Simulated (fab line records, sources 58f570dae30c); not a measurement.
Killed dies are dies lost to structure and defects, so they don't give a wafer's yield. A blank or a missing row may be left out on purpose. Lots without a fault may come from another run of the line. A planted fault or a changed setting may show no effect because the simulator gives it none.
One fault seen from 2 desks | flow berkeley_cmos170 | each desk has only its own numbers; what lay behind them comes last

THE METROLOGY DESK
What the gauges read, lot by lot, whatever tool the lot ran on: means of the sampled wafers that have a number. A lot is out of limits, marked OUT, if its mean lies more than 4 standard deviations from the usual mean; the brackets give that distance.
Columns: A = FIELD_OXIDE_LEFT_1_THK at UCB170_FIELD_THK_MEAS_90, usual 442 nm; B = FIELD_OXIDE_LEFT_2_THK at UCB170_FIELD_THK_MEAS_91, usual 354 nm
lot  | first seen here | A   | B
L587 | day 5 18:59     | 462 | 375
L588 | day 5 18:59     | 462 | 374
L589 | day 6 08:07     | 421 | 333
L590 | day 6 08:10     | 442 | 353
L592 | day 6 15:26     | 465 | 376
L593 | day 6 15:28     | 469 | 382
L598 | day 8 07:28     | 434 | 346
L601 | day 8 14:20     | 429 | 340
L606 | day 9 01:35     | 455 | 368
L603 | day 9 01:35     | 441 | 353
L605 | day 9 01:38     | 437 | 349
L607 | day 9 18:29     | 445 | 357
L608 | day 9 18:29     | 446 | 358
L609 | day 10 00:49    | 432 | 344
This desk's finding: nothing out of limits on any of the 14 lots.

THE TOOL OWNER'S DESK: implanter-02
The tool's own readings at UCB170_PLDD_IMPLANT_08: means of the sampled wafers that have a number, for each lot that ran on this tool. A lot is out of limits, marked OUT, if its mean lies more than 4 standard deviations from the usual mean; the brackets give that distance.
Columns: A = rotation_deg at UCB170_PLDD_IMPLANT_08, usual 0.001 degrees
lot  | first seen here | A
L587 | day 7 16:05     | 0.003
L593 | day 8 04:40     | -0.016
L592 | day 8 05:13     | 0.019
L601 | day 10 02:18    | 89.986 (+99 or more) OUT
L603 | day 10 09:30    | 90.011 (+99 or more) OUT
This desk's finding: out of limits on L601, L603; first on L601, day 10 02:18 (rotation_deg at UCB170_PLDD_IMPLANT_08). In limits: L587, L593, L592.

PUT TOGETHER
The tool owner's desk could have raised an alarm at day 10 02:18, on L601, L603.
The metrology desk saw nothing out of limits.
The metrology desk has L601, L603 on record, within its limits.
Of the lots named, all ran UCB170_PLDD_IMPLANT_08 on implanter-02.

WHAT THE SIMULATOR HAD PUT IN
Process parameter drift: implanter-02, from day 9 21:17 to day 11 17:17, at UCB170_PLDD_IMPLANT_08. Setting rotation_deg, moved by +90, from 0. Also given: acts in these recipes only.
Lots struck among those shown: L601, L603.
Hours from the fault's start to each desk's first reading out of limits: the tool owner's desk, 5.
